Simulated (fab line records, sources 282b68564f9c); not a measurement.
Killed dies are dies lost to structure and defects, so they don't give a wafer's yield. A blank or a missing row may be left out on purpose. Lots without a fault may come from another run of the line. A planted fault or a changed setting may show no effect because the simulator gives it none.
Which tool did it? | flow rit_cmos | 7 lots, 21 wafers sampled, at 2 steps of a route of 202

WHAT THE GAUGES READ, wafer by wafer
RIT_M1_RS_MEAS_01: measures by four-point-probe.
lot  | measured    | on            | M1_AL_RS (ohm/sq)
L320 | day 3 10:53 | film_metro-04 | 0.0746 0.0733 0.0744
L322 | day 3 20:49 | film_metro-02 | 0.0741 0.0728 0.0739
L328 | day 5 05:25 | film_metro-02 | 0.0744 0.0737 0.0664
L335 | day 6 16:08 | film_metro-03 | 0.0748 0.0745 0.0743
L337 | day 7 00:34 | film_metro-04 | 0.0720 0.0736 0.0730
L339 | day 7 08:16 | film_metro-02 | 0.0735 0.0733 0.0732
L342 | day 8 01:01 | film_metro-04 | 0.0740 0.0748 0.0740

WHICH TOOL RAN EACH LOT (tool, then ch and the chambers of the sampled wafers, then the start)
lot  | RIT_M1_SPUTTER_00
L320 | pvd_sputter-02, day 3 10:36
L322 | pvd_sputter-02, day 3 20:31
L328 | pvd_sputter-02, day 5 05:05
L335 | pvd_sputter-04, day 6 15:50
L337 | pvd_sputter-03, day 7 00:14
L339 | pvd_sputter-04, day 7 07:58
L342 | pvd_sputter-02, day 8 00:43
- RIT_M1_SPUTTER_00: material Al, target thk 400 nm, time 500 s.

THE ANSWER, worked out from the rows above alone
Rule: what is usual is taken from the lots themselves. Put in order of their means at a reading, lots are off if they are a third of the lots or fewer, leave a main group of 4 or more, and stand apart from it by a gap of 3 or more times the standard deviation of the main group's means; of several such gaps the widest counts. A main group whose means are all the same, to the digits that the tables above print for the reading, isn't used. A lot without any number at a reading at which 4 lots or more have one is off too. The other lots that the step has rows for count as sound.
No lot is off at any reading shown: from this, nothing can be told.

WHAT THE SIMULATOR HAD PUT IN
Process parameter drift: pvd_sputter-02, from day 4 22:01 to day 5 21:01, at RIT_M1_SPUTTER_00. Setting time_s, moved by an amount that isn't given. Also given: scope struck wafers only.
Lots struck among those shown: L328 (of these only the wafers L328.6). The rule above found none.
